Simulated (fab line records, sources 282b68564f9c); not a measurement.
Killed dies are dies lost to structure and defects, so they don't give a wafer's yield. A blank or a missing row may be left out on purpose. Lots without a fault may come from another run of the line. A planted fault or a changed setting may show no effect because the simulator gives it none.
A struck lot beside a sound one | flow rit_cmos | 44 steps out of a route of 202
Sound: wafers L196.3, L196.4, L196.6. Struck: wafers L205.3, L205.4, L205.6. The cause comes at the end.
At each step with rows: each side's tool, then ch and its chambers, then its first start. Under that, the readings that differ: sound wafers | struck wafers | difference of the means | sigmas: that difference in standard deviations of wafers without a fault.
alike: readings whose means differ by less than 2 such deviations, and words and numbers that are the same on both sides. not compared: withheld readings, readings that some wafer has no value for, bounds like >300 that may hide the same value, and numbers for which the record gives no deviation and whose values overlap.
The two part at a step that has a row with sigmas, a row that says differs or no value, or rows on one side only. Numbers that don't overlap but have no deviation are shown without sigmas and don't part them. A reading that every wafer of one side lacks parts them only if that side has two wafers or more.

first, 3 steps without rows for these wafers: RIT_REOX_CLEAN_01 (cleans in dHF, time 30 s); RIT_REOX_CLEAN_02 (cleans in SC2, time 600 s); RIT_REOX_OXIDATION_03 (target thk 25.2 nm, ox time 5804 s).
RIT_REOX_THK_MEAS_04:
  sound on film_metro-02, day 3 21:20; struck on film_metro-02, day 5 14:23
  alike: REOX_OXIDE_THK
then, 6 steps without rows for these wafers: RIT_NLDD_HMDS_00 (prime time 60 s); RIT_NLDD_COAT_01 (resist thk 1000 nm); RIT_NLDD_SOFTBAKE_02 (time 60 s); RIT_NLDD_EXPOSE_03 (exposes mask M7, target cd 40700 nm); RIT_NLDD_PEB_04; RIT_NLDD_DEVELOP_05 (develop time 50 s).
RIT_NLDD_OVL_MEAS_06:
  sound on overlay-01, day 3 22:22; struck on overlay-01, day 5 15:26
  alike: NLDD_OVL
then, 1 step without rows for these wafers: RIT_NLDD_HARDBAKE_07 (time 60 s).
RIT_NLDD_IMPLANT_08:
  sound on implanter-03 ch 0, day 3 22:35; struck on implanter-04 ch 0, day 5 15:40
  reading            | sound                        | struck                        | difference | sigmas
  dose_ions_cm2      | 5.001e+14 4.995e+14 4.99e+14 | 2.726e+14 2.728e+14 2.723e+14 | -2.270e+14 | -99 or more
  faraday_current_uA | 1586 1607 1564               | 837 878 840                   | -734       | -25
RIT_NLDD_STRIP_09: strips in O2, time 180 s.
  sound on plasma_asher-04 ch 0,1, day 3 22:45; struck on plasma_asher-04 ch 0,1, day 5 15:49
  alike: drypump_motor_current_A, rf_refl_power_W
  not compared: rf_hours_counter_h
RIT_NLDD_TW_MEAS_10:
  sound on film_metro-03, day 3 22:53; struck on film_metro-03, day 5 15:57
  reading | sound          | struck         | difference | sigmas
  NLDD_TW | 2468 2467 2453 | 2089 2092 2096 | -370       | -31
then, 6 steps without rows for these wafers: RIT_PLDD_HMDS_00 (prime time 60 s); RIT_PLDD_COAT_01 (resist thk 1012 nm); RIT_PLDD_SOFTBAKE_02 (time 60 s); RIT_PLDD_EXPOSE_03 (exposes mask M8, target cd 40900 nm); RIT_PLDD_PEB_04; RIT_PLDD_DEVELOP_05 (develop time 50 s).
RIT_PLDD_OVL_MEAS_06:
  sound on overlay-01, day 3 23:47; struck on overlay-02, day 5 16:53
  alike: PLDD_OVL
then, 2 steps without rows for these wafers: RIT_PLDD_HARDBAKE_07 (time 60 s); RIT_PLDD_IMPLANT_08.
RIT_PLDD_STRIP_09: strips in O2, time 180 s.
  sound on plasma_asher-01 ch 0,1, day 4 00:10; struck on plasma_asher-04 ch 0,1, day 5 17:16
  alike: drypump_motor_current_A, rf_refl_power_W
  not compared: rf_hours_counter_h
RIT_PLDD_TW_MEAS_10:
  sound on film_metro-03, day 4 00:18; struck on film_metro-03, day 5 17:24
  alike: PLDD_TW
then, 4 steps without rows for these wafers: RIT_SPACER_CLEAN_00 (cleans in SC1, time 600 s); RIT_SPACER_CLEAN_01 (cleans in dHF, time 30 s); RIT_SPACER_CLEAN_02 (cleans in SC2, time 600 s); RIT_SPACER_CVD_03 (deposits Si3N4 from SiH2Cl2/NH3, target thk 250 nm, time 3300 s).
RIT_SPACER_THK_MEAS_04:
  sound on film_metro-04, day 4 02:39; struck on film_metro-02, day 5 19:44
  alike: SPACER_NITRIDE_THK
RIT_SPACER_ETCHBACK_05: etches Si3N4 in SF6/CHF3, stops on SiO2, target depth 250 nm, time 240 s.
  sound on rie_diel-04 ch 0,2,3, day 4 02:41; struck on rie_diel-02 ch 2,3, day 5 19:47
  alike: drypump_motor_current_A, oes_product_au, rf_fwd_power_W, throttle_valve_pct
  not compared: rf_hours_counter_h
then, 6 steps without rows for these wafers: RIT_NSD_HMDS_00 (prime time 60 s); RIT_NSD_COAT_01 (resist thk 1000 nm); RIT_NSD_SOFTBAKE_02 (time 60 s); RIT_NSD_EXPOSE_03 (exposes mask M9, target cd 40700 nm); RIT_NSD_PEB_04; RIT_NSD_DEVELOP_05 (develop time 50 s).
RIT_NSD_OVL_MEAS_06:
  sound on overlay-01, day 4 03:49; struck on overlay-02, day 5 20:48
  alike: NSD_OVL
then, 2 steps without rows for these wafers: RIT_NSD_HARDBAKE_07 (time 60 s); RIT_NSD_IMPLANT_08.
RIT_NSD_STRIP_09: strips in O2, time 180 s.
  sound on plasma_asher-03 ch 0,1, day 4 04:13; struck on plasma_asher-02 ch 0,1, day 5 21:21
  alike: drypump_motor_current_A, rf_refl_power_W
  not compared: rf_hours_counter_h
RIT_SDANNEAL_RS_MEAS_07: measures by four-point-probe.
  sound on film_metro-01, day 4 06:41; struck on film_metro-01, day 6 00:01
  reading          | sound             | struck            | difference | sigmas
  NLDD_RS (ohm/sq) | 151.4 151.4 151.8 | 244.5 245.1 243.9 | +93.0      | +99 or more
RIT_M1_PROBE_99:
  sound on prober-02, day 4 14:00; struck on prober-02, day 6 07:11
  reading                             | sound             | struck            | difference | sigmas
  model.etest.nmos_0p15.r_on_ohm_um   | 1206 1172 1159    | 1556 1574 1562    | +385       |
  model.etest.nmos_0p3.r_on_ohm_um    | 2196 2154 2141    | 2594 2613 2573    | +430       |
  model.etest.nldd.rs_ohm_sq          | 432.3 441 445.1   | 676.8 644.3 649.4 | +217.4     |
  model.etest.nmos_turned.drive_ua_um | 294.1 285.9 291.9 | 155.3 168.1 162.6 | -128.6     |
  model.etest.nmos_0p15.drive_ua_um   | 453.8 450.6 461.9 | 360.7 358.7 358.4 | -96.2      |
  model.etest.nldd.line_ohm_um        | 137.7 139.7 140.2 | 215.3 206.3 209.6 | +71.2      |
  model.etest.nmos_0p3.drive_ua_um    | 227.5 230.9 234   | 196.5 192.5 195.5 | -36.0      |
  model.etest.nmos_narrow.drive_ua_um | 225.7 227.7 231   | 192.3 190.3 190.4 | -37.1      |
  alike: killed_at_front_end, killed_dies, killed_open, killed_short

WHERE THEY PART
First at RIT_NLDD_IMPLANT_08; last, within this record, at RIT_SDANNEAL_RS_MEAS_07. Later steps at which nothing parts them and some readings are alike: RIT_M1_PROBE_99.

WHY: what the simulator had put in
Process parameter drift: implanter-04, from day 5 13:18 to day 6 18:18, at RIT_NLDD_IMPLANT_08. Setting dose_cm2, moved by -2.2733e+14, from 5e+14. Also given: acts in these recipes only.
